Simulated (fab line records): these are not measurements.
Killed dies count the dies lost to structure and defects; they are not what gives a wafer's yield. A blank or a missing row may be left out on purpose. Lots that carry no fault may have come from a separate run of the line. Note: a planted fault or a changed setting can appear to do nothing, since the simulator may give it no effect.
Which of the tools did it? || flow berkeley-cmos170 || 14 lots with 42 wafers sampled at 5 steps, on a route of 331 steps

## WHAT THE GAUGES READ, wafer by wafer
UCB170_PWELL_TW_MEAS_17.
{"lot": "L801", "measured": "day 3 19:17", "on": "film-metro-02", "PWELL_TW": "374.5 373.4 375.0"}
{"lot": "L802", "measured": "day 3 19:33", "on": "film-metro-02", "PWELL_TW": "375.4 374.9 376.4"}
{"lot": "L803", "measured": "day 3 19:54", "on": "film-metro-03", "PWELL_TW": "379.4 379.7 377.2"}
{"lot": "L804", "measured": "day 4 04:41", "on": "film-metro-04", "PWELL_TW": "380.7 378.8 378.9"}
{"lot": "L805", "measured": "day 4 16:07", "on": "film-metro-02", "PWELL_TW": "376.6 375.6 376.2"}
{"lot": "L806", "measured": "day 4 16:35", "on": "film-metro-02", "PWELL_TW": "375.3 375.0 375.0"}
{"lot": "L809", "measured": "day 5 00:15", "on": "film-metro-02", "PWELL_TW": "375.8 373.7 376.1"}
{"lot": "L808", "measured": "day 5 01:00", "on": "film-metro-04", "PWELL_TW": "379.4 381.6 378.0"}
{"lot": "L810", "measured": "day 5 10:19", "on": "film-metro-03", "PWELL_TW": "378.7 377.9 377.1"}
{"lot": "L813", "measured": "day 5 21:08", "on": "film-metro-04", "PWELL_TW": "379.8 382.0 379.1"}
{"lot": "L817", "measured": "day 6 14:19", "on": "film-metro-02", "PWELL_TW": "372.1 373.0 373.8"}
{"lot": "L821", "measured": "day 7 16:04", "on": "film-metro-02", "PWELL_TW": "374.2 375.9 376.4"}
{"lot": "L820", "measured": "day 7 16:26", "on": "film-metro-04", "PWELL_TW": "378.5 381.0 380.1"}
{"lot": "L823", "measured": "day 8 12:13", "on": "film-metro-04", "PWELL_TW": "383.1 384.7 381.7"}

UCB170_ACTIVE_CD_MEAS_13: the cd target is 1200 nm.
{"lot": "L801", "measured": "day 5 09:37", "on": "cd-sem-01", "cd-nm (nm)": "1199.2 1198.4 1198.6"}
{"lot": "L802", "measured": "day 5 09:08", "on": "cd-sem-01", "cd-nm (nm)": "1200.7 1199.6 1200.9"}
{"lot": "L803", "measured": "day 5 09:03", "on": "cd-sem-02", "cd-nm (nm)": "1200.4 1198.8 1200.4"}
{"lot": "L804", "measured": "day 5 16:11", "on": "cd-sem-02", "cd-nm (nm)": "1198.7 1199.0 1198.6"}
{"lot": "L805", "measured": "day 6 08:50", "on": "cd-sem-02", "cd-nm (nm)": "1198.5 1197.8 1199.3"}
{"lot": "L806", "measured": "day 6 09:05", "on": "cd-sem-01", "cd-nm (nm)": "1199.4 1200.3 1200.4"}
{"lot": "L809", "measured": "day 6 14:49", "on": "cd-sem-01", "cd-nm (nm)": "1201.2 1200.6 1201.2"}
{"lot": "L808", "measured": "day 6 15:07", "on": "cd-sem-01", "cd-nm (nm)": "1199.0 1199.2 1198.4"}
{"lot": "L810", "measured": "day 7 00:26", "on": "cd-sem-01", "cd-nm (nm)": "1200.0 1198.5 1198.9"}
{"lot": "L813", "measured": "day 7 12:08", "on": "cd-sem-01", "cd-nm (nm)": "1200.5 1200.9 1200.7"}
{"lot": "L817", "measured": "day 8 08:50", "on": "cd-sem-02", "cd-nm (nm)": "1200.0 1201.2 1201.4"}
{"lot": "L821", "measured": "day 9 08:59", "on": "cd-sem-02", "cd-nm (nm)": "1200.2 1199.4 1199.3"}
{"lot": "L820", "measured": "day 9 09:22", "on": "cd-sem-01", "cd-nm (nm)": "1201.3 1200.4 1200.8"}
{"lot": "L823", "measured": "day 10 03:20", "on": "cd-sem-01", "cd-nm (nm)": "1198.7 1198.6 1198.9"}

UCB170_NVT_OVL_MEAS_06.
{"lot": "L801", "measured": "day 7 01:23", "on": "overlay-01", "NVT_OVL (nm)": "-11 -5 -9"}
{"lot": "L802", "measured": "day 7 01:17", "on": "overlay-01", "NVT_OVL (nm)": "-9 -8 -2"}
{"lot": "L803", "measured": "day 7 01:39", "on": "overlay-02", "NVT_OVL (nm)": "-7 -7 -14"}
{"lot": "L804", "measured": "day 7 12:29", "on": "overlay-01", "NVT_OVL (nm)": "-6 4 -3"}
{"lot": "L805", "measured": "day 8 13:41", "on": "overlay-01", "NVT_OVL (nm)": "-5 -10 -5"}
{"lot": "L806", "measured": "day 8 14:25", "on": "overlay-02", "NVT_OVL (nm)": "-6 -14 -8"}
{"lot": "L809", "measured": "day 8 13:58", "on": "overlay-02", "NVT_OVL (nm)": "-7 -3 -7"}
{"lot": "L808", "measured": "day 8 14:04", "on": "overlay-01", "NVT_OVL (nm)": "-8 -11 4"}
{"lot": "L810", "measured": "day 9 08:24", "on": "overlay-02", "NVT_OVL (nm)": "-4 -4 2"}
{"lot": "L813", "measured": "day 9 23:01", "on": "overlay-01", "NVT_OVL (nm)": "-16 -13 -14"}
{"lot": "L817", "measured": "day 10 07:38", "on": "overlay-01", "NVT_OVL (nm)": "5 -3 2"}
{"lot": "L821", "measured": "day 10 23:12", "on": "overlay-02", "NVT_OVL (nm)": "-5 1 -3"}
{"lot": "L820", "measured": "day 10 22:42", "on": "overlay-01", "NVT_OVL (nm)": "0 5 2"}
{"lot": "L823", "measured": "day 11 20:44", "on": "overlay-01", "NVT_OVL (nm)": "0 -2 -3"}

UCB170_M1_RS_MEAS_01: measures by four-point-probe.
{"lot": "L801", "measured": "day 9 04:23", "on": "film-metro-04", "M1_AL_RS (ohm/sq)": "0.0494 0.0492 0.0500"}
{"lot": "L802", "measured": "day 9 04:10", "on": "film-metro-01", "M1_AL_RS (ohm/sq)": "0.0494 0.0486 0.0493"}
{"lot": "L803", "measured": "day 9 04:32", "on": "film-metro-03", "M1_AL_RS (ohm/sq)": "0.0483 0.0480 0.0477"}
{"lot": "L804", "measured": "day 9 22:29", "on": "film-metro-03", "M1_AL_RS (ohm/sq)": "0.0493 0.0484 0.0489"}
{"lot": "L805", "measured": "day 10 17:01", "on": "film-metro-03", "M1_AL_RS (ohm/sq)": "0.0484 0.0482 0.0482"}
{"lot": "L806", "measured": "day 10 14:10", "on": "film-metro-04", "M1_AL_RS (ohm/sq)": "0.0486 0.0490 0.0487"}
{"lot": "L809", "measured": "day 10 17:17", "on": "film-metro-03", "M1_AL_RS (ohm/sq)": "0.0482 0.0488 0.0482"}
{"lot": "L808", "measured": "day 10 17:36", "on": "film-metro-01", "M1_AL_RS (ohm/sq)": "0.0493 0.0492 0.0490"}
{"lot": "L810", "measured": "day 11 01:32", "on": "film-metro-01", "M1_AL_RS (ohm/sq)": "0.0462 0.0478 0.0486"}
{"lot": "L813", "measured": "day 11 17:25", "on": "film-metro-04", "M1_AL_RS (ohm/sq)": "0.0488 0.0491 0.0487"}
{"lot": "L817", "measured": "day 12 02:01", "on": "film-metro-04", "M1_AL_RS (ohm/sq)": "0.0480 0.0462 0.0479"}
{"lot": "L821", "measured": "day 12 23:00", "on": "film-metro-04", "M1_AL_RS (ohm/sq)": "0.0488 0.0499 0.0485"}
{"lot": "L820", "measured": "day 12 22:46", "on": "film-metro-01", "M1_AL_RS (ohm/sq)": "0.0470 0.0474 0.0476"}
{"lot": "L823", "measured": "day 13 18:34", "on": "film-metro-01", "M1_AL_RS (ohm/sq)": "0.0496 0.0488 0.0485"}

## TOOL THAT RAN EACH LOT (tool first, then ch and the chambers of the sampled wafers, then the start)
{"lot": "L801", "UCB170_M1_SPUTTER_00": "pvd-sputter-03, day 9 04:20"}
{"lot": "L802", "UCB170_M1_SPUTTER_00": "pvd-sputter-02, day 9 04:05"}
{"lot": "L803", "UCB170_M1_SPUTTER_00": "pvd-sputter-04, day 9 04:27"}
{"lot": "L804", "UCB170_M1_SPUTTER_00": "pvd-sputter-03, day 9 22:24"}
{"lot": "L805", "UCB170_M1_SPUTTER_00": "pvd-sputter-03, day 10 16:57"}
{"lot": "L806", "UCB170_M1_SPUTTER_00": "pvd-sputter-04, day 10 14:05"}
{"lot": "L809", "UCB170_M1_SPUTTER_00": "pvd-sputter-02, day 10 17:14"}
{"lot": "L808", "UCB170_M1_SPUTTER_00": "pvd-sputter-04, day 10 17:30"}
{"lot": "L810", "UCB170_M1_SPUTTER_00": "pvd-sputter-04, day 11 01:28"}
{"lot": "L813", "UCB170_M1_SPUTTER_00": "pvd-sputter-03, day 11 17:22"}
{"lot": "L817", "UCB170_M1_SPUTTER_00": "pvd-sputter-04, day 12 01:56"}
{"lot": "L821", "UCB170_M1_SPUTTER_00": "pvd-sputter-03, day 12 22:56"}
{"lot": "L820", "UCB170_M1_SPUTTER_00": "pvd-sputter-02, day 12 22:42"}
{"lot": "L823", "UCB170_M1_SPUTTER_00": "pvd-sputter-03, day 13 18:30"}
- UCB170_M1_SPUTTER_00: material Al, target thk 600 nm, time 80 s.

## AS READ BY THE TOOLS THEMSELVES (means over the sampled wafers that have a number; for cases with no such wafer, the mark the record gives instead)
UCB170_M1_SPUTTER_00.
{"lot": "L801", "tool": "pvd-sputter-03", "throttle-valve-pct (%)": 29.9}
{"lot": "L802", "tool": "pvd-sputter-02", "throttle-valve-pct (%)": 31.8}
{"lot": "L803", "tool": "pvd-sputter-04", "throttle-valve-pct (%)": 30.8}
{"lot": "L804", "tool": "pvd-sputter-03", "throttle-valve-pct (%)": 29.9}
{"lot": "L805", "tool": "pvd-sputter-03", "throttle-valve-pct (%)": 30.2}
{"lot": "L806", "tool": "pvd-sputter-04", "throttle-valve-pct (%)": 30.9}
{"lot": "L809", "tool": "pvd-sputter-02", "throttle-valve-pct (%)": 31.9}
{"lot": "L808", "tool": "pvd-sputter-04", "throttle-valve-pct (%)": 31.1}
{"lot": "L810", "tool": "pvd-sputter-04", "throttle-valve-pct (%)": 30.8}
{"lot": "L813", "tool": "pvd-sputter-03", "throttle-valve-pct (%)": 29.9}
{"lot": "L817", "tool": "pvd-sputter-04", "throttle-valve-pct (%)": 31.4}
{"lot": "L821", "tool": "pvd-sputter-03", "throttle-valve-pct (%)": 29.7}
{"lot": "L820", "tool": "pvd-sputter-02", "throttle-valve-pct (%)": 31.1}
{"lot": "L823", "tool": "pvd-sputter-03", "throttle-valve-pct (%)": 30.7}

## THE ANSWER, worked out from the rows above alone
Rule: what is usual is taken from the lots themselves. Put in order of their means at a reading, lots are off if they are a third of the lots or fewer, leave a main group of 4 or more, and stand apart from it by a gap of 3 or more times the standard deviation of the main group's means; of several such gaps the widest counts. A main group whose means are all the same, to the digits that the tables above print for the reading, isn't used. A lot without any number at a reading at which 4 lots or more have one is off too. All remaining lots with rows at the step are treated as sound. First the gauges in route order, then the tools' own readings, where a lot's mean is used as printed above. At the first step where some lot is off, the reading lying furthest off is the one used; lots without a number count as furthest.
No lot is off at any reading shown: from this, nothing can be told.

## WHAT THE SIMULATOR HAD PUT IN
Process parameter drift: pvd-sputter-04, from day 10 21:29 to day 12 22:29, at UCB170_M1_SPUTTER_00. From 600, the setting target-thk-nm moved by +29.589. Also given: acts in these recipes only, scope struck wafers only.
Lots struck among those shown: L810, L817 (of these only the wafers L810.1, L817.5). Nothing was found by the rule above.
